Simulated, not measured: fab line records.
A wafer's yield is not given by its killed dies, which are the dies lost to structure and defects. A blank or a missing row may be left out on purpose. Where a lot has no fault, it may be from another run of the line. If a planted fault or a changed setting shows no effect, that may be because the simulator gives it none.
Which tool is to blame? || flow berkeley_cmos170 || Sampling: 7 lots, 21 wafers, 2 of 331 route steps

## WHAT THE GAUGES SHOWED, per wafer
UCB170_SDANNEAL_RS_MEAS_02: uses a four-point probe to measure.
{"lot": "L448", "measured": "day 7 11:31", "on": "film_metro-03", "PSD_RS (ohm/sq)": "75.42 75.72 75.63"}
{"lot": "L449", "measured": "day 8 01:29", "on": "film_metro-03", "PSD_RS (ohm/sq)": "75.23 75.34 75.49"}
{"lot": "L452", "measured": "day 8 12:27", "on": "film_metro-03", "PSD_RS (ohm/sq)": "75.53 75.46 75.41"}
{"lot": "L453", "measured": "day 8 17:23", "on": "film_metro-02", "PSD_RS (ohm/sq)": "75.74 75.21 75.45"}
{"lot": "L456", "measured": "day 9 16:46", "on": "film_metro-02", "PSD_RS (ohm/sq)": "83.24 83.40 83.28"}
{"lot": "L458", "measured": "day 9 22:49", "on": "film_metro-01", "PSD_RS (ohm/sq)": "83.35 83.27 83.86"}
{"lot": "L466", "measured": "day 11 10:31", "on": "film_metro-01", "PSD_RS (ohm/sq)": "74.95 75.06 75.17"}

## EACH LOT AND THE TOOL THAT RAN IT (in order: tool; ch and the chambers of the sampled wafers; start)
{"lot": "L448", "UCB170_SDANNEAL_RTA_01": "rtp_anneal-01 ch 0, day 7 11:28"}
{"lot": "L449", "UCB170_SDANNEAL_RTA_01": "rtp_anneal-01 ch 0, day 8 01:25"}
{"lot": "L452", "UCB170_SDANNEAL_RTA_01": "rtp_anneal-01 ch 0, day 8 12:22"}
{"lot": "L453", "UCB170_SDANNEAL_RTA_01": "rtp_anneal-02 ch 0, day 8 17:20"}
{"lot": "L456", "UCB170_SDANNEAL_RTA_01": "rtp_anneal-02 ch 0, day 9 16:42"}
{"lot": "L458", "UCB170_SDANNEAL_RTA_01": "rtp_anneal-02 ch 0, day 9 22:46"}
{"lot": "L466", "UCB170_SDANNEAL_RTA_01": "rtp_anneal-01 ch 0, day 11 10:27"}
- UCB170_SDANNEAL_RTA_01: time 5 s.

## THE ANSWER, worked out from the rows above alone
Rule: usual is defined by the lots themselves. The widest of any qualifying gaps counts: lots, ordered by their means at a reading, are off when they make up no more than a third of the lots, leave a main group of 4 or more, and stand apart from it by 3 or more times the standard deviation of that group's means. Not used: any main group whose means are identical at the precision the tables above print for the reading. A lot without any number at a reading at which 4 lots or more have one is off too. Any other lot the step has rows for is counted as sound.
Off: L456, L458, at UCB170_SDANNEAL_RS_MEAS_02 (PSD_RS). For the main group the mean is 75.39 ohm/sq and the standard deviation 0.18.
If a tool, at a process step before that reading, ran all the lots that are off and no sound lot after the first of them, it fits. Gauges at UCB170_SDANNEAL_RS_MEAS_02: tried the same way as those tools. One fits: rtp_anneal-02 at UCB170_SDANNEAL_RTA_01. A fault onset in the window from L453 (day 8 17:20, its last sound lot) to L456 (day 9 16:42, its first lot off) fits.

## WHAT HAD BEEN PUT IN BY THE SIMULATOR
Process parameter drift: rtp_anneal-02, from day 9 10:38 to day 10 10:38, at UCB170_SDANNEAL_RTA_01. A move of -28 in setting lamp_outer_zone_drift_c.
Lots struck among those shown: L456, L458. The rule above found the same.
